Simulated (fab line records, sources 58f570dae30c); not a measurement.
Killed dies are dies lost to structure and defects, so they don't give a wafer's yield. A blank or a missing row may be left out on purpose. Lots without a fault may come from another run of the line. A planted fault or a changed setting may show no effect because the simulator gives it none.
One fault seen from 2 desks | flow berkeley_cmos170 | each desk has only its own numbers; what lay behind them comes last

THE METROLOGY DESK
What the gauges read, lot by lot, whatever tool the lot ran on: means of the sampled wafers that have a number. A lot is out of limits, marked OUT, if its mean lies more than 4 standard deviations from the usual mean; the brackets give that distance.
Columns: A = V2_TEOS_THK at UCB170_V2_THK_MEAS_01, usual 2000 nm; B = V2_POLISHED_THK at UCB170_V2_THK_MEAS_04, usual 999.7 nm; C = M3_AL_THK at UCB170_M3_THK_MEAS_03, usual 904 nm
lot  | first seen here | A              | B      | C
L126 | day 7 17:38     | 2031           | 998.8  | 898
L128 | day 7 17:44     | 2024           | 999.4  | 888
L129 | day 8 01:06     | 1999           | 998.9  | 904
L130 | day 8 11:39     | 2003           | 999.8  | 893
L132 | day 8 20:03     | 1949           | 998.5  | 883
L133 | day 8 20:18     | 2002           | 999.3  | 916
L139 | day 10 07:01    | 2852 (+25) OUT | 1000.2 | 914
L140 | day 10 16:14    | 2848 (+25) OUT | 999.4  | 912
L142 | day 10 16:38    | 1988           | 1000.3 | 917
L144 | day 11 15:15    | 1953           | 1000.7 | 931
L147 | day 11 15:32    | 1998           | 998.6  | 878
L148 | day 11 15:56    | 1985           | 999.3  | 895
L145 | day 11 15:59    | 1964           | 1000.7 | 919
L149 | day 12 03:44    | 2016           | 1001.5 | 903
This desk's finding: out of limits on L139, L140; first on L139, day 10 07:01 (V2_TEOS_THK at UCB170_V2_THK_MEAS_01). In limits: L126, L128, L129, L130, L132, L133, L142, L144, L147, L148, L145, L149.

THE TOOL OWNER'S DESK: pecvd-03
The tool's own readings at UCB170_V2_CVD_00 (deposits SiO2 from TEOS/O2, target thk 2000 nm, time 250 s): means of the sampled wafers that have a number, for each lot that ran on this tool. A lot is out of limits, marked OUT, if its mean lies more than 4 standard deviations from the usual mean; the brackets give that distance.
Columns: A = heater_power_w at UCB170_V2_CVD_00, usual 221 W; B = rf_fwd_power_W at UCB170_V2_CVD_00, usual 548.3 W; C = run_length_s at UCB170_V2_CVD_00, usual 277.5 s
lot  | first seen here | A   | B     | C
L126 | day 7 17:28     | 206 | 547.4 | 277.8
L129 | day 8 00:57     | 245 | 549.9 | 277.4
L139 | day 10 06:54    | 237 | 549.3 | 384.2 (+99 or more) OUT
L140 | day 10 16:04    | 213 | 548.3 | 384.3 (+99 or more) OUT
This desk's finding: out of limits on L139, L140; first on L139, day 10 06:54 (run_length_s at UCB170_V2_CVD_00). In limits: L126, L129.

PUT TOGETHER
The tool owner's desk could have raised an alarm at day 10 06:54, on L139, L140.
The metrology desk could have raised an alarm at day 10 07:01, on L139, L140.
Of the lots named, all ran UCB170_V2_CVD_00 on pecvd-03.

WHAT THE SIMULATOR HAD PUT IN
Process parameter drift: pecvd-03, from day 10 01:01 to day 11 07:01, at UCB170_V2_CVD_00. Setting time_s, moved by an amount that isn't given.
Lots struck among those shown: L139, L140.
Hours from the fault's start to each desk's first reading out of limits: the tool owner's desk, 6; the metrology desk, 6.
